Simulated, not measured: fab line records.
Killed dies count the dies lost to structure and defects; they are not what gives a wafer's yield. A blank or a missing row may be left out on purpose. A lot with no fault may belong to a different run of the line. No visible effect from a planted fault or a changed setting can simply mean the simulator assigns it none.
fab line records	flow rit-cmos
[record] lots = 14	wafers = 42	last-day = 7
route steps=202 shown WELLDRIVE@50
lots with no fault: from the same line, run without faults
start-h: the number of hours between the record's first day and the start of the first shown wafer of the lot	wait-h: hours from the lot's prior step to this one	" repeats the value in the row above	L1.1+2: several wafers, shown together as one row	- value missing, or start not given	* or withheld: withheld	< > ~ a bound
route shown NAME@n: NAME is a module with steps in the file, n the number in the route of the first one	usual: average and standard deviation across the fault-free wafers	same: alike in all rows	chamber/n: place in a boat	sites: the reading at each site	_std_site: the values' standard deviation	_edge_site: mean of outer sites minus mean of inner sites	radius-mm: for every site, how far away it sits from the centre of the wafer	mask NAME#n: copy n	behind: the most recent tool/chamber to have shaped the wafer	hold: why the lot was held/for how many hours/how that ended	device: names the non-switching transistor (n, p or np)	end of line: tests of these same wafers at the route's end	a step without rows: its recipe alone	killed: dies that structure and defects cost at the first sort, which is not the same as the wafer's yield	map: shows each die of a wafer: x if killed, . if not, _ if none is there
set.NAME: the setting as run; set.NAME@STEP: as run at that earlier step	model.NAME: the simulator's own value behind a step, which no gauge read
the route's steps for a sample of lots (tables are steps, rows are wafers)
services: the hour from which a tool's chamber was out of use, counted from the record's first day as start-h (under 0 if before that day), plus the number of hours and why
[[steps]]
[step RIT_WELLDRIVE_ANNEAL_00]
[recipe] temp-c = 1100	time-s = 14700	ambient = N2
[usual] run-length-s = 18264/9.9	spike-tc-centre-C = 1102.1/1.3	tube_center_temp_C_max = 1102.8/0.45
lot.wafer	tool	chamber	start-h	wait-h	run-length-s	spike-tc-centre-C	tube_center_temp_C_max
L473.2	furnace-03	0	23.93	0.4	18260	1104.0	1102.9
L473.3	"	0	"	"	18260	1101.9	1102.5
L473.5	"	0	"	"	18260	1102.7	1102.3
L474.4	furnace-01	0	31.91	0.0	18264	1101.4	1103.1
L474.5	"	0	"	"	18264	1099.3	1102.3
L474.6	"	0	"	"	18264	1102.3	1102.6
L477.1	furnace-04	0	46.12	0.1	18276	1103.9	1103.2
L477.2	"	0	"	"	18276	1103.0	1104.0
L477.5	"	0	"	"	18276	1102.6	1103.3
L478.3	furnace-03	0	49.04	1.0	18248	1102.5	1103.1
L478.5	"	0	"	"	18248	1101.0	1103.2
L478.6	"	0	"	"	18248	1102.4	1102.7
L479.2	furnace-01	0	52.84	0.0	18268	1100.7	1102.6
L479.4	"	0	"	"	18268	1102.0	1102.5
L479.6	"	0	"	"	18268	1102.4	1103.2
L480.1	furnace-03	0	58.46	1.0	18255	1101.1	1103.1
L480.3	"	0	"	"	18255	1101.5	1104.4
L480.6	"	0	"	"	18255	1102.5	1102.5
L482.2	furnace-03	-	72.80	0.0	-	-	-
L482.3	"	-	"	"	-	-	-
L482.6	"	-	"	"	-	-	-
L483.1	furnace-01	-	74.03	0.1	-	-	-
L483.3	"	-	"	"	-	-	-
L483.4	"	-	"	"	-	-	-
L485.1	furnace-03	0	82.81	0.1	18257	1100.5	1102.1
L485.3	"	0	"	"	18257	1104.1	1102.5
L485.6	"	0	"	"	18257	1102.2	1103.5
L491.1	furnace-01	0	113.17	0.1	18271	1101.7	1104.2
L491.2	"	0	"	"	18271	1100.8	1102.8
L491.6	"	0	"	"	18271	1100.9	1102.8
L492.2	furnace-01	0	118.26	0.2	18271	1100.2	1102.4
L492.3	"	0	"	"	18271	1101.1	1102.2
L492.6	"	0	"	"	18271	1100.2	1102.4
L494.1	furnace-01	0	129.69	0.6	18268	1100.1	1102.7
L494.2	"	0	"	"	18268	1100.8	1102.5
L494.4	"	0	"	"	18268	1101.9	1102.4
L495.2	furnace-01	0	134.77	0.5	18273	1101.6	1102.8
L495.4	"	0	"	"	18273	1101.1	1102.7
L495.5	"	0	"	"	18273	1100.9	1102.7
L496.3	furnace-01	0	139.85	0.0	18273	1099.2	1103.3
L496.5	"	0	"	"	18273	1101.2	1103.5
L496.6	"	0	"	"	18273	1102.6	1103.1
[[services]]
tool	chamber	start-h	hours	kind
furnace-01	-	10.85	3.5	pm
furnace-04	-	16.92	9.5	pm
furnace-01	-	36.99	2.8	pm
furnace-04	-	127.04	3.1	pm
[[key]]
[first-sign] step = RIT_WELLDRIVE_ANNEAL_00	reading = tool-record	direction = missing
effect none on later readings
met-at RIT_WELLDRIVE_ANNEAL_00
struck-lots L482,L483
later-rows-left-out L482.2,L482.3,L482.6,L483.1,L483.3,L483.4
sort-left-out L482.2,L482.3,L482.6,L483.1,L483.3,L483.4
tester-left-out L482,L483
onset-between 58.46 72.80
[fault] kind = skipped-step-whole	tool = furnace-01,furnace-03	chamber = -	onset-h = 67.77	steps = RIT_WELLDRIVE_ANNEAL_00	scope = struck-lots-only
// tester-left-out: of these lots the tester's yield and bins aren't shown, on N5 and GAA mostly nor the transistor test; their killed dies are dies lost to structure and defects alone, not to doping, threshold or leakage, so they don't give the yield
// sort-left-out: the simulated sort isn't trusted on such a fault, so these wafers' sort isn't shown, and their yield isn't known
// later-rows-left-out: the simulator's readings of these wafers behind a module that went badly wrong aren't trusted and aren't shown, but for the sort
